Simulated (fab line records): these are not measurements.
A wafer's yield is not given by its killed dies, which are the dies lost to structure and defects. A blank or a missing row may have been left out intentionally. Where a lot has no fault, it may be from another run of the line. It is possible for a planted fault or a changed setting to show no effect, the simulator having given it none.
8D (eight disciplines) problem report, filled in by code    flow berkeley cmos170    the parts of the form that need people (team, actions taken, sign-off) are left out

## 1. WHAT WENT WRONG
Mean of run length s at UCB170_GATE_ETCH_15: 74.0 s across 9 wafers in 3 lots; on wafers with no fault it is 84.7 s (standard deviation 0.47). Measured from the usual mean, that is -23 standard deviations.
The step: etches poly-Si in HBr/Cl2, stops on SiO2, time 56.3 s, target depth 278.2 nm.
Earliest sighting: wafer L534.1 on rie si-02 at day 8 03:12. The record holds 45 wafers of 15 lots with a number at this step. Rule for "out" (also "out of limits"): further than 4 standard deviations from the usual mean. The other wafers with a number count as sound.

## 2. WHAT THIS IS AND IS NOT
question                     is                            is not
which readings at this step  run length s, oes product au  drypump motor current A
which lots                   L534, L535, L537              L522, L523, L524, L525, L527, L528, L530, L531, L542, L543, L544, L545
which wafers of those lots   all that have a number        -
read on which tools          rie si-02                     rie si-01
when                         from day 8 03:12              up to then (24 sound wafers); but 12 sound wafers of L542, L543, L544, L545 came after

## 3. SUSPECTS, AND WHAT RULES EACH OUT
Counting: a tool at any process step up to the reading remains a suspect when it ran all the lots that are out and ran no sound lot after the first of those.
- rie si-02 at UCB170_GATE_ETCH_15 (etches poly-Si in HBr/Cl2, stops on SiO2, time 56.3 s, target depth 278.2 nm): kept. It ran every lot that is out, first L534 (day 8 03:12), and no sound lot after that; its last sound lot up to then is L530 (day 8 00:11). Its own oes product au, run length s readings are out on those wafers.
Remaining after the count: rie si-02 at UCB170_GATE_ETCH_15.

## 4. THE CAUSE (what the simulator had put in)
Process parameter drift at UCB170_GATE_ETCH_15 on rie si-02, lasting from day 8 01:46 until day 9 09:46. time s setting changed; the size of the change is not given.
Only this tool survived the counting.

## 5. THE EFFECT CHAIN, in route order
Each row: a reading whose mean over the struck wafers that have a number lies more than 3 standard deviations from the usual. Only readings whose record carries a usual standard deviation are examined. hours: median over the lots of the time between each lot's start at the first step of this table that gives one and its start at this step. sigmas: the change, counted in usual standard deviations.
hours  step                 reading         usual       on struck wafers  change  sigmas
0      UCB170_GATE_ETCH_15  oes product au  0.837 a.u.  1.013             +0.176  +18
0      UCB170_GATE_ETCH_15  run length s    84.7 s      74.0              -10.7   -23
Its process steps:
- UCB170_GATE_ETCH_15: etches poly-Si in HBr/Cl2, stops on SiO2, time 56.3 s, target depth 278.2 nm.
Later steps that measure or inspect, where all struck wafers having a row at the step show a number for every such reading and not one has moved that far: UCB170_NSD_OVL_MEAS_07.

## 6. WHAT WOULD HAVE CAUGHT IT SOONER
In this record the first reading out of limits was taken at day 8 03:12, 1 hour after the fault began at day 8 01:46.
